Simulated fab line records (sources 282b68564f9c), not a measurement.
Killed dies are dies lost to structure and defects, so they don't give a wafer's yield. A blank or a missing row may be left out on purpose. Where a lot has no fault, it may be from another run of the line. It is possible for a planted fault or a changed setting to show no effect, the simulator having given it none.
Problem report in the 8D (eight disciplines) form, filled by code -- flow ritCmos -- the parts of the form that need people (team, actions taken, sign-off) are left out

== 1. THE ISSUE ==
Mean of developerTempC at RIT_M1_DEVELOP_08: 23.64 C across 6 wafers in 2 lots; on wafers with no fault it is 22.99 C (standard deviation 0.11). That puts it +5.9 standard deviations away from the usual mean.
The step: develop time 64.68 s.
The first sign was on wafer L585.1 at day 5 21:00, on lithoTrack-04. The record holds 42 wafers of 14 lots with a number at this step. Rule for "out" (also "out of limits"): further than 4 standard deviations from the usual mean. The rest of the wafers with a number are treated as sound.

== 2. WHAT THIS IS AND IS NOT ==
question,is,is not
which readings at this step,developerTempC,-
which lots,"L585, L590","L573, L574, L575, L576, L577, L578, L579, L581, L582, L588, L591, L592"
which wafers of those lots,all that have a number,-
read on which tools,lithoTrack-04,"lithoTrack-01, lithoTrack-02"
when,from day 5 21:00,"up to then (27 sound wafers); but 9 sound wafers of L588, L591, L592 came after"

== 3. WHAT RULES OUT EACH SUSPECT ==
Counting: any tool at a process step up to the reading is kept as a suspect provided that every lot that is out went through it and no sound lot did after the first of them.
- lithoTrack-04 at RIT_M1_DEVELOP_08 (develop time 64.68 s): kept. It processed each lot that is out, first L585 at day 5 21:00, and no sound lot thereafter; up to then, the last sound lot it processed was L582 at day 5 02:00. On those wafers its own readings are out: developerTempC.
Left after counting: lithoTrack-04 at RIT_M1_DEVELOP_08.

== 4. THE CAUSE (what the simulator had put in) ==
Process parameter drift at RIT_M1_DEVELOP_08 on lithoTrack-04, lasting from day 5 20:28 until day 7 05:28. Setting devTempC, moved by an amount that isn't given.
Only this tool survived the counting.

== 5. THE EFFECT CHAIN, in route order ==
Each row: a reading where the mean over the struck wafers with a number is more than 3 standard deviations away from the usual. Scope: only readings with a usual standard deviation given in the record; hours: median across lots of the time from each lot's start at the first step in this table that gives one to its start at this step; sigmas: change in usual standard deviations.
hours,step,reading,usual,on struck wafers,change,sigmas
0,RIT_M1_DEVELOP_08,developerTempC,22.99 C,23.64,+0.65,+5.9
The process steps in it:
- RIT_M1_DEVELOP_08: develop time 64.68 s.

== 6. HOW IT WOULD HAVE BEEN CAUGHT EARLIER ==
In this record the first reading out of limits was taken at day 5 21:00, 1 hour after the fault began at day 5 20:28.
